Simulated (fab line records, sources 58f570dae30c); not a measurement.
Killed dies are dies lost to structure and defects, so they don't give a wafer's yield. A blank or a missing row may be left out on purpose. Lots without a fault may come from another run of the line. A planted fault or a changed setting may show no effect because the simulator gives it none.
Which tool did it? | flow berkeley_cmos170 | 13 lots, 39 wafers sampled, at 6 steps of a route of 331

WHAT THE GAUGES READ, wafer by wafer
UCB170_NVT_OVL_MEAS_06. Usual: NVT_OVL 5 nm, standard deviation 4.4.
lot  | measured    | on         | NVT_OVL (nm) | flag
L310 | day 6 00:49 | overlay-02 | 2 11 10      |
L312 | day 6 21:25 | overlay-02 | 9 3 0        |
L314 | day 6 21:47 | overlay-02 | -3 0 -2      |
L313 | day 6 21:52 | overlay-01 | 13 10 12     |
L309 | day 6 22:04 | overlay-02 | 2 13 10      |
L311 | day 6 22:08 | overlay-01 | 3 4 -1       |
L315 | day 7 16:40 | overlay-01 | 6 10 8       |
L317 | day 8 00:10 | overlay-02 | 4 6 9        |
L316 | day 8 01:15 | overlay-01 | 10 5 -1      |
L318 | day 8 01:29 | overlay-01 | 4 5 6        |
L319 | day 8 14:19 | overlay-02 | 5 0 4        |
L321 | day 8 14:26 | overlay-01 | 9 -2 6       |
L320 | day 8 14:37 | overlay-02 | 12 3 9       |

UCB170_NVT_TW_MEAS_09. Usual: NVT_TW 523.3, standard deviation 2.1.
lot  | measured    | on            | NVT_TW            | flag
L310 | day 6 01:06 | film_metro-01 | 526.8 522.0 521.6 |
L312 | day 6 21:42 | film_metro-04 | 524.3 522.4 522.6 |
L314 | day 6 22:04 | film_metro-04 | 524.2 522.5 526.6 |
L313 | day 6 22:09 | film_metro-01 | 522.3 524.2 524.8 |
L309 | day 6 22:21 | film_metro-02 | 520.3 522.6 521.0 |
L311 | day 6 22:25 | film_metro-01 | 522.9 523.8 524.1 |
L315 | day 7 16:57 | film_metro-01 | 526.2 523.2 521.6 |
L317 | day 8 00:27 | film_metro-04 | 524.1 522.2 524.2 |
L316 | day 8 01:32 | film_metro-02 | 523.6 523.2 525.1 |
L318 | day 8 01:46 | film_metro-01 | 520.2 520.1 518.9 |
L319 | day 8 14:35 | film_metro-01 | 518.5 519.4 521.7 |
L321 | day 8 14:43 | film_metro-02 | 521.6 522.1 525.3 |
L320 | day 8 14:54 | film_metro-04 | 524.0 523.2 524.4 |

UCB170_GATE_THK_MEAS_05. Usual: GATE_POLY_THK 213.9 nm, standard deviation 2.2.
lot  | measured    | on            | GATE_POLY_THK (nm)                  | flag
L310 | day 6 20:53 | film_metro-04 | 210.9 211.6 212.1                   |
L312 | day 7 11:33 | film_metro-02 | 216.5 215.6 214.0                   |
L314 | day 7 11:30 | film_metro-03 | 213.6 213.7 213.0                   |
L313 | day 7 11:29 | film_metro-02 | 215.2 215.6 216.1                   |
L309 | day 7 11:34 | film_metro-03 | 216.5 216.3 216.8                   |
L311 | day 7 11:29 | film_metro-04 | 213.7 214.1 214.4                   |
L315 | day 8 11:09 | film_metro-03 | 213.2 214.0 212.7                   |
L317 | day 8 16:16 | film_metro-02 | 215.6 213.3 215.6                   |
L316 | day 8 16:16 | film_metro-03 | 211.0 213.1 211.4                   |
L318 | day 8 16:16 | film_metro-04 | 211.5 211.3 209.5                   |
L319 | day 9 08:41 | film_metro-04 | 160.7 159.4 161.2 160.7 159.3 161.2 | OFF
L321 | day 9 08:41 | film_metro-03 | 156.8 157.2 157.7 156.8 157.2 157.7 | OFF
L320 | day 9 08:41 | film_metro-02 | 160.3 158.6 159.2 160.3 158.5 159.2 | OFF

UCB170_PLDD_OVL_MEAS_07. Usual: PLDD_OVL 1 nm, standard deviation 5.5.
lot  | measured    | on         | PLDD_OVL (nm) | flag
L310 | day 7 00:02 | overlay-02 | 1 0 2         |
L312 | day 7 15:10 | overlay-02 | -6 -10 -7     |
L314 | day 7 14:43 | overlay-01 | -1 -4 -5      |
L313 | day 7 14:26 | overlay-02 | -4 3 -3       |
L309 | day 7 15:44 | overlay-01 | 3 14 2        |
L311 | day 7 15:26 | overlay-01 | 3 1 2         |
L315 | day 8 13:39 | overlay-02 | 6 -1 0        |
L317 | day 8 19:47 | overlay-01 | 1 5 -1        |
L316 | day 8 19:18 | overlay-01 | -4 1 -6       |
L318 | day 8 19:32 | overlay-02 | -19 -11 -13   |
L319 | day 9 14:31 | overlay-01 | 3 6 8         |
L321 | day 9 14:13 | overlay-02 | 3 -6 -8       |
L320 | day 9 12:58 | overlay-01 | 0 3 7         |

WHICH TOOL RAN EACH LOT (tool, then ch and the chambers of the sampled wafers, then the start)
lot  | UCB170_GATE_CVD_04         | UCB170_GATE_ETCH_15
L310 | lpcvd-02 ch 1, day 6 19:28 | rie_si-02 ch 0,1,2, day 6 22:37
L312 | lpcvd-02 ch 0, day 7 10:05 | rie_si-02 ch 0,1,3, day 7 13:12
L314 | lpcvd-02 ch 0, day 7 10:05 | rie_si-02 ch 1,2,3, day 7 13:02
L313 | lpcvd-02 ch 1, day 7 10:05 | rie_si-01 ch 0,1,2, day 7 12:55
L309 | lpcvd-02 ch 1, day 7 10:05 | rie_si-01 ch 0,2,3, day 7 13:26
L311 | lpcvd-02 ch 0, day 7 10:05 | rie_si-01 ch 1,2, day 7 13:12
L315 | lpcvd-01 ch 1, day 8 09:45 | rie_si-02 ch 1,2,3, day 8 12:15
L317 | lpcvd-01 ch 0, day 8 14:52 | rie_si-01 ch 0,2,3, day 8 18:00
L316 | lpcvd-01 ch 0, day 8 14:52 | rie_si-01 ch 1,2, day 8 17:46
L318 | lpcvd-01 ch 0, day 8 14:52 | rie_si-02 ch 0,1, day 8 17:53
L319 | lpcvd-01 ch 1, day 9 07:17 | rie_si-01 ch 0,2, day 9 13:00
L321 | lpcvd-01 ch 1, day 9 07:17 | rie_si-02 ch 0,3, day 9 12:11
L320 | lpcvd-01 ch 1, day 9 07:17 | rie_si-02 ch 1,2,3, day 9 11:17
- UCB170_GATE_CVD_04: deposits poly-Si from SiH4, time 1440 s, target thk 214 nm.
- UCB170_GATE_ETCH_15: etches poly-Si in HBr/Cl2, stops on SiO2, time 56.3 s, target depth 278.2 nm.

WHAT THE TOOLS THEMSELVES READ (means of the sampled wafers that have a number; where no wafer has one, the mark that the record gives instead)
UCB170_GATE_CVD_04. Usual: sih4_flow_sccm 120.0 sccm, standard deviation 0.35; spike_tc_centre_C 612.2 C, standard deviation 1.6; spike_tc_load_C 633.2 C, standard deviation 1.5; susceptor_temp_C 610.0 C, standard deviation 0.31.
lot  | tool     | sih4_flow_sccm (sccm) | spike_tc_centre_C (C) | spike_tc_load_C (C) | susceptor_temp_C (C) | flag
L310 | lpcvd-02 | 120.5                 | 612.1                 | 631.3               | 610.3                |
L312 | lpcvd-02 | 119.8                 | 611.9                 | 633.3               | 610.4                |
L314 | lpcvd-02 | 119.8                 | 612.7                 | 633.1               | 609.7                |
L313 | lpcvd-02 | 120.1                 | 612.9                 | 632.7               | 609.8                |
L309 | lpcvd-02 | 120.0                 | 613.1                 | 631.9               | 609.6                |
L311 | lpcvd-02 | 120.6                 | 613.2                 | 633.8               | 610.0                |
L315 | lpcvd-01 | 119.8                 | 610.0                 | 635.3               | 610.2                |
L317 | lpcvd-01 | 120.4                 | 613.0                 | 631.6               | 609.8                |
L316 | lpcvd-01 | 120.2                 | 613.0                 | 632.7               | 610.2                |
L318 | lpcvd-01 | 119.7                 | 613.4                 | 632.2               | 610.0                |
L319 | lpcvd-01 | 119.9                 | 598.2                 | 622.9               | 598.0                | OFF
L321 | lpcvd-01 | 119.7                 | 597.5                 | 622.8               | 598.2                | OFF
L320 | lpcvd-01 | 119.6                 | 597.9                 | 622.8               | 597.9                | OFF

UCB170_GATE_ETCH_15. Usual: drypump_motor_current_A 5.7 A, standard deviation 0.53; oes_product_au 0.832 a.u., standard deviation 0.016; throttle_valve_pct 26.41 %, standard deviation 0.11.
lot  | tool      | drypump_motor_current_A (A) | oes_product_au (a.u.) | throttle_valve_pct (%) | flag
L310 | rie_si-02 | 5.6                         | 0.830                 | 26.36                  |
L312 | rie_si-02 | 5.9                         | 0.826                 | 26.44                  |
L314 | rie_si-02 | 5.5                         | 0.827                 | 26.33                  |
L313 | rie_si-01 | 5.6                         | 0.839                 | 26.44                  |
L309 | rie_si-01 | 5.9                         | 0.848                 | 26.43                  |
L311 | rie_si-01 | 5.2                         | 0.831                 | 26.45                  |
L315 | rie_si-02 | 5.5                         | 0.826                 | 26.33                  |
L317 | rie_si-01 | 5.9                         | 0.850                 | 26.43                  |
L316 | rie_si-01 | 5.3                         | 0.817                 | 26.44                  |
L318 | rie_si-02 | 5.8                         | 0.815                 | 26.38                  |
L319 | rie_si-01 | 5.5                         | 0.702                 | 26.43                  | OFF
L321 | rie_si-02 | 5.9                         | 0.673                 | 26.51                  | OFF
L320 | rie_si-02 | 5.5                         | 0.691                 | 26.33                  | OFF

THE ANSWER, worked out from the rows above alone
Rule: a lot is off if the mean of its wafers that have a number lies more than 3 standard deviations from the usual mean. A lot without any number at a reading at which 4 lots or more have one is off too. The other lots that the step has rows for count as sound. The gauges are gone through in route order, then the tools' own readings, and for those a lot's mean is taken as printed above. The first step at which some lot is off is used, and at that step the reading that is off furthest; a lot without a number counts as furthest.
Off: L319, L321, L320, at UCB170_GATE_THK_MEAS_05 (GATE_POLY_THK).
A tool fits if, at a process step before that reading, it ran every lot that is off, and no sound lot after the first of them. The gauges at UCB170_GATE_THK_MEAS_05 aren't tried: what is off there is off at UCB170_GATE_CVD_04 too, on other tools, and a gauge's error can't cause that. One fits: lpcvd-01 at UCB170_GATE_CVD_04. Its last sound lot is L316 (day 8 14:52), its first lot that is off L319 (day 9 07:17): a fault that began between those two fits.
The tool's own readings at UCB170_GATE_CVD_04 bear it out: on the lots that are off they differ by more than 5 times the standard deviation of the sound lots' means. spike_tc_centre_C reads 597.9 C there against 612.5 C on the sound lots; spike_tc_load_C reads 622.8 C there against 632.8 C on the sound lots; susceptor_temp_C reads 598.0 C there against 610.0 C on the sound lots.

WHAT THE SIMULATOR HAD PUT IN
Process parameter drift: lpcvd-01, from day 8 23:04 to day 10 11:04, at UCB170_GATE_CVD_04. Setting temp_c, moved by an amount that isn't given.
Lots struck among those shown: L319, L321, L320. The rule above found the same.
